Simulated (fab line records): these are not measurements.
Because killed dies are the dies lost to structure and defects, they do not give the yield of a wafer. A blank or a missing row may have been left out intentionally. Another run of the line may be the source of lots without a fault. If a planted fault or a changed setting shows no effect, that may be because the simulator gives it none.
fab line records ; flow ritCmos
record: lots: 15; wafers: 45; lastDay: 7
route steps=202 shown FOX1@20
lots that met no fault: taken from a fault-free run of the same line
startH: hours from the record's opening day to when the first of the lot's shown wafers began ; waitH: hours elapsed since this lot's preceding step ; " unchanged from the row above ; L1.1+2: several wafers, shown together as one row ; - value missing, or start not given ; * or withheld: withheld ; < > ~ a bound
route shown NAME@n: names a module that has steps shown in the file, with the first one's number in the route ; usual: mean and standard deviation over wafers with no fault ; same: alike in all rows ; chamber/n: place in a boat ; sites: the reading at each site ; _std_site: how widely they spread, as a standard deviation ; _edge_site: outer sites' mean less inner sites' ; radiusMm: for every site, how far away it sits from the centre of the wafer ; mask NAME#n: copy n ; behind: the last tool/chamber to shape the wafer ; hold: reason for holding the lot/hours on hold/outcome of the hold ; device: names the non-switching transistor (n, p or np) ; end of line: the tests these same wafers got at the end of their route ; step lacking rows: just its recipe ; killed: dies lost to structure and defects at the first sort, not the wafer's yield ; map: the dies of a wafer, with x for killed, . for not killed, _ for no die there
set.NAME: setting as actually run; set.NAME@STEP: the setting as run at that earlier step ; model.NAME: the simulator's own value behind a step, which no gauge read
a sample of lots followed through the steps of the route, with each step as a table and each wafer as a row
services: from which hour (startH, from the record's first day; less than 0 if before it) a tool's chamber was out of use, for how many hours, and why
== steps ==
step: RIT_FOX1_OXIDATION_00
recipe: tempC: 1100; ambient: H2O; targetThkA: 3507; pH2oTorr: 720; oxTimeS: 1130
usual: spikeTcCentreC: 1102.0/1.2; spikeTcLoadC: 1128.0/2.3; spikeTcSourceC: 1127/3.2; tubeCenterTempC: 1100/0.11; tube_center_temp_C_max: 1102.9/0.47; zonePowerCentrePct: 60/5
lot.wafer;tool;chamber;startH;waitH;spikeTcCentreC;spikeTcLoadC;spikeTcSourceC;tubeCenterTempC;tube_center_temp_C_max;zonePowerCentrePct
L456.2;furnace-04;0;15.65;0.0;1101.9;1129.6;1130;1099.8;1101.9;61
L456.4;furnace-04;0;15.65;0.0;1100.3;1130.2;1130;1099.9;1102.3;61
L456.5;furnace-04;0;15.65;0.0;1102.5;1130.5;1129;1100.2;1102.7;61
L457.1;furnace-02;0;21.69;1.0;1101.0;1126.3;1125;1100.1;1103.2;64
L457.4;furnace-02;0;21.69;1.0;1100.7;1125.5;1126;1100;1104.1;63
L457.6;furnace-02;0;21.69;1.0;1098.6;1125.4;1125;1099.9;1103.7;64
L458.1;furnace-04;0;26.87;0.8;1102.7;1129.4;1129;1100;1102.5;61
L458.4;furnace-04;0;26.87;0.8;1103.1;1129.8;1131;1099.9;1102.9;61
L458.6;furnace-04;0;26.87;0.8;1101.7;1130.8;1128;1100;1102.6;61
L459.1;furnace-04;0;30.75;0.1;1101.2;1128.9;1131;1100.1;1102.8;61
L459.4;furnace-04;0;30.75;0.1;1102.3;1133.0;1130;1099.9;1102.8;62
L459.6;furnace-04;0;30.75;0.1;1102.7;1129.2;1128;1099.9;1102.6;62
L460.2;furnace-01;0;35.59;0.0;1101.7;1126.1;1121;1100;1102.9;52
L460.3;furnace-01;0;35.59;0.0;1103.1;1126.1;1124;1100;1102.8;51
L460.4;furnace-01;0;35.59;0.0;1104.2;1126.6;1122;1100.2;1102.2;51
L462.1;furnace-04;0;45.66;0.0;1103.3;1130.7;1129;1099.8;1103.1;62
L462.2;furnace-04;0;45.66;0.0;1102.1;1131.6;1130;1100;1103.3;61
L462.3;furnace-04;0;45.66;0.0;1102.6;1131.1;1130;1100.1;1102.8;62
L463.2;furnace-02;0;53.29;0.0;1099.8;1125.8;1125;1100.2;1102.9;63
L463.3;furnace-02;0;53.29;0.0;1101.4;1128.4;1125;1100.1;1104.0;64
L463.4;furnace-02;0;53.29;0.0;1101.0;1127.2;1127;1100;1102.4;64
L466.1;furnace-01;0;67.05;0.2;1126.2;1151.8;1148;1125.1;1128.4;52
L466.3;furnace-01;0;67.05;0.2;1125.9;1150.3;1147;1124.9;1127.6;53
L466.6;furnace-01;0;67.05;0.2;1126.1;1149.6;1146;1125;1127.7;52
L469.4;furnace-01;0;81.35;0.1;1126.8;1151.4;1147;1125.2;1127.8;53
L469.5;furnace-01;0;81.35;0.1;1127.9;1150.2;1149;1125.1;1127.2;52
L469.6;furnace-01;0;81.35;0.1;1128.6;1151.6;1145;1124.9;1128.5;53
L472.1;furnace-01;0;95.75;0.0;1126.0;1149.6;1148;1124.8;1127.2;53
L472.2;furnace-01;0;95.75;0.0;1127.3;1150.2;1148;1125.1;1128.1;53
L472.4;furnace-01;0;95.75;0.0;1128.0;1150.8;1146;1125;1128.2;52
L474.1;furnace-02;0;106.54;0.7;1102.1;1125.5;1124;1100;1102.4;64
L474.3;furnace-02;0;106.54;0.7;1100.9;1126.9;1124;1099.8;1103.7;63
L474.4;furnace-02;0;106.54;0.7;1101.4;1125.5;1127;1100;1102.1;64
L475.1;furnace-04;0;111.64;1.1;1103.2;1131.0;1129;1100.1;1103.2;62
L475.2;furnace-04;0;111.64;1.1;1101.8;1131.0;1130;1100;1102.9;62
L475.4;furnace-04;0;111.64;1.1;1103.1;1130.8;1131;1100;1102.4;62
L477.2;furnace-02;0;120.63;0.0;1101.4;1126.6;1126;1099.9;1102.4;64
L477.4;furnace-02;0;120.63;0.0;1099.2;1125.1;1127;1100.1;1102.5;64
L477.5;furnace-02;0;120.63;0.0;1101.1;1125.5;1125;1100.1;1102.7;63
L478.1;furnace-02;0;125.51;0.0;1099.6;1125.9;1126;1100;1103.2;64
L478.5;furnace-02;0;125.51;0.0;1101.3;1128.0;1125;1100.1;1103.3;64
L478.6;furnace-02;0;125.51;0.0;1101.9;1125.7;1125;1099.7;1103.1;65
L479.2;furnace-04;0;130.57;0.0;1104.2;1129.5;1130;1100;1103.0;61
L479.3;furnace-04;0;130.57;0.0;1100.8;1130.1;1129;1099.9;1102.9;60
L479.4;furnace-04;0;130.57;0.0;1102.9;1129.1;1131;1099.9;1102.4;60
step: RIT_FOX1_THK_MEAS_01
recipe: reads: SiO2_of_FOX1_OXIDATION_00
usual: FOX1_OXIDE_THK: 355/6.8
lot.wafer;tool;chamber;startH;waitH;FOX1_OXIDE_THK[nm]
L456.2;filmMetro-01;-;16.97;0.0;351
L456.4;filmMetro-01;-;16.97;0.0;354
L456.5;filmMetro-01;-;16.97;0.0;359
L457.1;filmMetro-01;-;23.01;0.0;362
L457.4;filmMetro-01;-;23.01;0.0;361
L457.6;filmMetro-01;-;23.01;0.0;358
L458.1;filmMetro-02;-;28.18;0.0;358
L458.4;filmMetro-02;-;28.18;0.0;357
L458.6;filmMetro-02;-;28.18;0.0;358
L459.1;filmMetro-01;-;32.06;0.0;352
L459.4;filmMetro-01;-;32.06;0.0;347
L459.6;filmMetro-01;-;32.06;0.0;349
L460.2;filmMetro-02;-;36.91;0.0;355
L460.3;filmMetro-02;-;36.91;0.0;350
L460.4;filmMetro-02;-;36.91;0.0;352
L462.1;filmMetro-01;-;46.98;0.0;347
L462.2;filmMetro-01;-;46.98;0.0;350
L462.3;filmMetro-01;-;46.98;0.0;351
L463.2;filmMetro-03;-;54.62;0.0;351
L463.3;filmMetro-03;-;54.62;0.0;352
L463.4;filmMetro-03;-;54.62;0.0;345
L466.1;filmMetro-02;-;68.37;0.0;397
L466.3;filmMetro-02;-;68.37;0.0;397
L466.6;filmMetro-02;-;68.37;0.0;394
L469.4;filmMetro-03;-;82.70;0.0;395
L469.5;filmMetro-03;-;82.70;0.0;401
L469.6;filmMetro-03;-;82.70;0.0;399
L472.1;filmMetro-03;-;97.07;0.0;406
L472.2;filmMetro-03;-;97.07;0.0;406
L472.4;filmMetro-03;-;97.07;0.0;403
L474.1;filmMetro-02;-;107.85;0.0;358
L474.3;filmMetro-02;-;107.85;0.0;363
L474.4;filmMetro-02;-;107.85;0.0;358
L475.1;filmMetro-02;-;112.96;0.0;359
L475.2;filmMetro-02;-;112.96;0.0;363
L475.4;filmMetro-02;-;112.96;0.0;355
L477.2;filmMetro-01;-;121.95;0.0;365
L477.4;filmMetro-01;-;121.95;0.0;360
L477.5;filmMetro-01;-;121.95;0.0;365
L478.1;filmMetro-02;-;126.82;0.0;346
L478.5;filmMetro-02;-;126.82;0.0;348
L478.6;filmMetro-02;-;126.82;0.0;345
L479.2;filmMetro-01;-;131.90;0.0;347
L479.3;filmMetro-01;-;131.90;0.0;353
L479.4;filmMetro-01;-;131.90;0.0;347
== services ==
tool;chamber;startH;hours;kind
furnace-01;-;3.26;5.2;repair
furnace-04;-;36.10;3.3;pm
furnace-02;-;56.10;4.2;pm
furnace-04;-;56.54;5.5;pm
furnace-02;-;60.33;4.9;pm
== key ==
firstSign: step: RIT_FOX1_OXIDATION_00; reading: tubeCenterTempC; direction: up; sigmas: 99+; usual: *; struck: *
effect: step: RIT_FOX1_OXIDATION_00; reading: tube_center_temp_C_max; direction: up; sigmas: 53; usual: *; struck: *
effect: step: RIT_FOX1_THK_MEAS_01; reading: FOX1_OXIDE_THK; direction: up; sigmas: 6.5; usual: 355; struck: 400
metAt RIT_FOX1_OXIDATION_00
struckLots L466,L469,L472
testerLeftOut L466,L469,L472
onsetBetween 35.59 67.05
fault: kind: processParameterDrift; tool: furnace-01; chamber: -; onsetH: 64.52; steps: RIT_FOX1_OXIDATION_00; channel: tempC; offset: *; shape: step; endH: 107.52; actsIn: *; stated: *
testerLeftOut: of these lots the tester's yield and bins aren't shown, on N5 and GAA mostly nor the transistor test; their killed dies are dies lost to structure and defects alone, not to doping, threshold or leakage, so they don't give the yield
